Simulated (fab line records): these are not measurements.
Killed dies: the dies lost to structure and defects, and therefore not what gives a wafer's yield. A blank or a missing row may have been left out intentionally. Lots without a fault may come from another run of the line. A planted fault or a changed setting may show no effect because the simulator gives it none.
Commonality check across tools :: flow berkeley-cmos170 :: Sample size 13 lots and 39 wafers

WHY THIS WAS OPENED
At UCB170_NLDD_TW_MEAS_11 the reading NLDD_TW is flagged on 2 of 13 lots. No-fault wafers: 2228, standard deviation 15.
Rule: a lot is flagged in two cases, either no wafer of it has a number, or all its wafers with numbers fall more than 4 standard deviations from that mean. All remaining lots are regarded as sound.

lot: L305
measured: day 6 08:26
on: film-metro-02
NLDD_TW, wafer by wafer: 2241 2243 2244
flag: 

lot: L306
measured: day 6 09:20
on: film-metro-02
NLDD_TW, wafer by wafer: 2235 2236 2243
flag: 

lot: L307
measured: day 6 12:08
on: film-metro-03
NLDD_TW, wafer by wafer: 2228 2213 2224
flag: 

lot: L313
measured: day 7 21:36
on: film-metro-02
NLDD_TW, wafer by wafer: 2232 2239 2235
flag: 

lot: L314
measured: day 8 01:56
on: film-metro-03
NLDD_TW, wafer by wafer: 2063 2060 2074
flag: FLAGGED

lot: L316
measured: day 8 13:17
on: film-metro-03
NLDD_TW, wafer by wafer: 2063 2070 2067
flag: FLAGGED

lot: L320
measured: day 9 10:51
on: film-metro-04
NLDD_TW, wafer by wafer: 2250 2250 2249
flag: 

lot: L318
measured: day 9 11:34
on: film-metro-04
NLDD_TW, wafer by wafer: 2248 2262 2254
flag: 

lot: L322
measured: day 9 17:40
on: film-metro-03
NLDD_TW, wafer by wafer: 2206 2212 2211
flag: 

lot: L323
measured: day 10 11:13
on: film-metro-04
NLDD_TW, wafer by wafer: 2231 2234 2242
flag: 

lot: L325
measured: day 10 11:56
on: film-metro-04
NLDD_TW, wafer by wafer: 2227 2240 2230
flag: 

lot: L327
measured: day 10 23:27
on: film-metro-02
NLDD_TW, wafer by wafer: 2225 2252 2242
flag: 

lot: L328
measured: day 11 08:27
on: film-metro-04
NLDD_TW, wafer by wafer: 2235 2248 2234
flag: 
On average the flagged lots' numbers are 2066, which is -162 against the usual, or -11 standard deviations.

WHICH TOOL EACH LOT WENT THROUGH
The record holds 2 process steps before the reading, out of a route of 331 steps. Every cell lists first the tool, next ch and the chambers used by the sampled wafers, and last the start.
lot: L305
flag: 
UCB170_ACTIVE_STRIP_16: plasma-asher-02 ch 0,1, day 4 07:35
UCB170_NLDD_IMPLANT_08: implanter-01 ch 0, day 6 08:02

lot: L306
flag: 
UCB170_ACTIVE_STRIP_16: plasma-asher-02 ch 0, day 4 10:38
UCB170_NLDD_IMPLANT_08: implanter-03 ch 0, day 6 08:57

lot: L307
flag: 
UCB170_ACTIVE_STRIP_16: plasma-asher-04 ch 0,1, day 4 10:27
UCB170_NLDD_IMPLANT_08: implanter-04 ch 0, day 6 11:44

lot: L313
flag: 
UCB170_ACTIVE_STRIP_16: plasma-asher-02 ch 0,1, day 5 17:32
UCB170_NLDD_IMPLANT_08: implanter-03 ch 0, day 7 21:12

lot: L314
flag: FLAGGED
UCB170_ACTIVE_STRIP_16: plasma-asher-04 ch 0,1, day 5 21:56
UCB170_NLDD_IMPLANT_08: implanter-01 ch 0, day 8 01:35

lot: L316
flag: FLAGGED
UCB170_ACTIVE_STRIP_16: plasma-asher-02 ch 0,1, day 6 12:16
UCB170_NLDD_IMPLANT_08: implanter-01 ch 0, day 8 12:55

lot: L320
flag: 
UCB170_ACTIVE_STRIP_16: plasma-asher-02 ch 0,1, day 7 08:44
UCB170_NLDD_IMPLANT_08: implanter-03 ch 0, day 9 10:28

lot: L318
flag: 
UCB170_ACTIVE_STRIP_16: plasma-asher-04 ch 0, day 7 04:43
UCB170_NLDD_IMPLANT_08: implanter-03 ch 0, day 9 11:11

lot: L322
flag: 
UCB170_ACTIVE_STRIP_16: plasma-asher-02 ch 0,1, day 7 14:43
UCB170_NLDD_IMPLANT_08: implanter-03 ch 0, day 9 17:17

lot: L323
flag: 
UCB170_ACTIVE_STRIP_16: plasma-asher-02 ch 0,1, day 8 05:57
UCB170_NLDD_IMPLANT_08: implanter-03 ch 0, day 10 10:50

lot: L325
flag: 
UCB170_ACTIVE_STRIP_16: plasma-asher-04 ch 0,1, day 8 05:20
UCB170_NLDD_IMPLANT_08: implanter-03 ch 0, day 10 11:32

lot: L327
flag: 
UCB170_ACTIVE_STRIP_16: plasma-asher-01 ch 0,1, day 8 20:13
UCB170_NLDD_IMPLANT_08: implanter-03 ch 0, day 10 23:01

lot: L328
flag: 
UCB170_ACTIVE_STRIP_16: plasma-asher-01 ch 0,1, day 9 08:38
UCB170_NLDD_IMPLANT_08: implanter-03 ch 0, day 11 08:03
What the steps here do:
- UCB170_ACTIVE_STRIP_16: strips in O2.
- UCB170_NLDD_IMPLANT_08
- UCB170_NLDD_TW_MEAS_11

FLAGGED AGAINST TOTAL, ONE TOOL AT A TIME (gauges that did the reading follow at the end)
step: UCB170_ACTIVE_STRIP_16
tool: plasma-asher-01
lots run: 2
flagged: 0
share of the flagged lots: none
sound lots run after its first flagged lot: -

step: UCB170_ACTIVE_STRIP_16
tool: plasma-asher-02
lots run: 7
flagged: 1
share of the flagged lots: some
sound lots run after its first flagged lot: 3 (L320,L322,L323)

step: UCB170_ACTIVE_STRIP_16
tool: plasma-asher-04
lots run: 4
flagged: 1
share of the flagged lots: some
sound lots run after its first flagged lot: 2 (L318,L325)

step: UCB170_NLDD_IMPLANT_08
tool: implanter-01
lots run: 3
flagged: 2
share of the flagged lots: all
sound lots run after its first flagged lot: 0

step: UCB170_NLDD_IMPLANT_08
tool: implanter-03
lots run: 9
flagged: 0
share of the flagged lots: none
sound lots run after its first flagged lot: -

step: UCB170_NLDD_IMPLANT_08
tool: implanter-04
lots run: 1
flagged: 0
share of the flagged lots: none
sound lots run after its first flagged lot: -

step: UCB170_NLDD_TW_MEAS_11
tool: film-metro-02
lots run: 4
flagged: 0
share of the flagged lots: none
sound lots run after its first flagged lot: -

step: UCB170_NLDD_TW_MEAS_11
tool: film-metro-03
lots run: 4
flagged: 2
share of the flagged lots: all
sound lots run after its first flagged lot: 1 (L322)

step: UCB170_NLDD_TW_MEAS_11
tool: film-metro-04
lots run: 5
flagged: 0
share of the flagged lots: none
sound lots run after its first flagged lot: -

THE TABLE: WHAT IT ALLOWS
In 2 table rows, all flagged lots were run: implanter-01 (UCB170_NLDD_IMPLANT_08), film-metro-03 (UCB170_NLDD_TW_MEAS_11).
- implanter-01 at UCB170_NLDD_IMPLANT_08 ran 3 lots, 2 of them flagged. Its last sound lot is L305 (day 6 08:02), its first flagged lot L314 (day 8 01:35): a fault that began between those two fits. Its own readings (dose-ions-cm2, faraday-current-uA) fall more than 4 standard deviations out on all wafers of the flagged lots.
- film-metro-03 at UCB170_NLDD_TW_MEAS_11 ran 4 lots, 2 of them flagged. Sound lots ran on it after the first flagged one (L322), which a lasting fault on the whole tool wouldn't allow.
Just one tool remains: implanter-01 at UCB170_NLDD_IMPLANT_08.

WHAT HAD BEEN PUT IN BY THE SIMULATOR
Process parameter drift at UCB170_NLDD_IMPLANT_08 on implanter-01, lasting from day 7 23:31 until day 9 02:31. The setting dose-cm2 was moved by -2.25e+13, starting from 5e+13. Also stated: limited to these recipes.
Struck lots among those shown: L314, L316. This agrees with what the rule above found.
